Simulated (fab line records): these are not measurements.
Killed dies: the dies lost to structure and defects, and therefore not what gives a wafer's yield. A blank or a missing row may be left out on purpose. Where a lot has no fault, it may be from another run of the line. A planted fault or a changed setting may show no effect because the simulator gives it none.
Which tool did it?    flow rit_cmos    route of 202 steps, sampled at 1 step: 14 lots, 42 wafers

WHAT THE GAUGES SHOWED, per wafer
The record lacks any reading of a measuring or inspecting step that a usual standard deviation could be used to judge.

WHICH TOOL RAN EACH LOT (tool, then ch and the chambers of the sampled wafers, then the start)
lot   RIT_NRETRO_IMPLANT_08
L881  implanter-02 ch 0, day 2 06:28
L882  implanter-02 ch 0, day 2 10:02
L883  implanter-02 ch 0, day 2 15:45
L884  implanter-01 ch 0, day 2 21:17
L885  implanter-01 ch 0, day 3 03:30
L886  implanter-01 ch 0, day 3 08:25
L888  implanter-01 ch 0, day 3 17:17
L889  implanter-01 ch 0, day 4 03:30
L891  implanter-01 ch 0, day 4 08:17
L893  implanter-01 ch 0, day 4 18:25
L894  implanter-02 ch 0, day 4 22:20
L900  implanter-02 ch 0, day 6 05:58
L902  implanter-03 ch 0, day 6 14:36
L903  implanter-02 ch 0, day 6 20:17
- RIT_NRETRO_IMPLANT_08

AS READ BY THE TOOLS THEMSELVES (means over the sampled wafers that have a number; for cases with no such wafer, the mark the record gives instead)
RIT_NRETRO_IMPLANT_08. Usual: dose_ions_cm2 9.999e+12, standard deviation 9.5e+09; faraday_current_uA 31.7, standard deviation 0.64.
lot   tool          dose_ions_cm2  faraday_current_uA  flag
L881  implanter-02  1.000e+13      31.7                
L882  implanter-02  1.000e+13      31.5                
L883  implanter-02  9.995e+12      32.3                
L884  implanter-01  9.998e+12      31.2                
L885  implanter-01  1.000e+13      32.1                
L886  implanter-01  9.989e+12      31.1                
L888  implanter-01  1.000e+13      31.9                
L889  implanter-01  1.000e+13      31.7                
L891  implanter-01  9.478e+12      29.7                OFF
L893  implanter-01  9.469e+12      29.7                OFF
L894  implanter-02  1.001e+13      31.7                
L900  implanter-02  1.000e+13      31.2                
L902  implanter-03  1.001e+13      31.7                
L903  implanter-02  1.000e+13      32.0                

THE ANSWER, worked out from the rows above alone
Rule: take the mean of a lot's wafers that have a number; if it is more than 3 standard deviations from the usual mean, the lot is off. Also off: a lot with no number at a reading for which 4 or more lots have one. Where the step has rows for the other lots, those lots are counted as sound. First the gauges in route order, then the tools' own readings, where a lot's mean is used as printed above. The first step at which some lot is off is used, and at that step the reading that is off furthest; a lot without a number counts as furthest.
Off: L891, L893, at RIT_NRETRO_IMPLANT_08 (dose_ions_cm2).
A tool fits if, at that step or a process step before it, it ran every lot that is off, and no sound lot after the first of them. One fits: implanter-01 at RIT_NRETRO_IMPLANT_08. A fault onset in the window from L889 (day 4 03:30, its last sound lot) to L891 (day 4 08:17, its first lot off) fits.
The tool's own readings at RIT_NRETRO_IMPLANT_08 bear it out: on the lots that are off they differ by more than 5 times the standard deviation of the sound lots' means. dose_ions_cm2 reads 9.474e+12 there against 1.000e+13 on the sound lots; faraday_current_uA reads 29.7 there against 31.7 on the sound lots.

WHAT HAD BEEN PUT IN BY THE SIMULATOR
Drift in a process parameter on implanter-01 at RIT_NRETRO_IMPLANT_08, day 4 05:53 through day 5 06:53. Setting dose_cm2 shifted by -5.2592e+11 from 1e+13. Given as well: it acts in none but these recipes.
Lots struck among those shown: L891, L893. The rule given above showed the same thing.
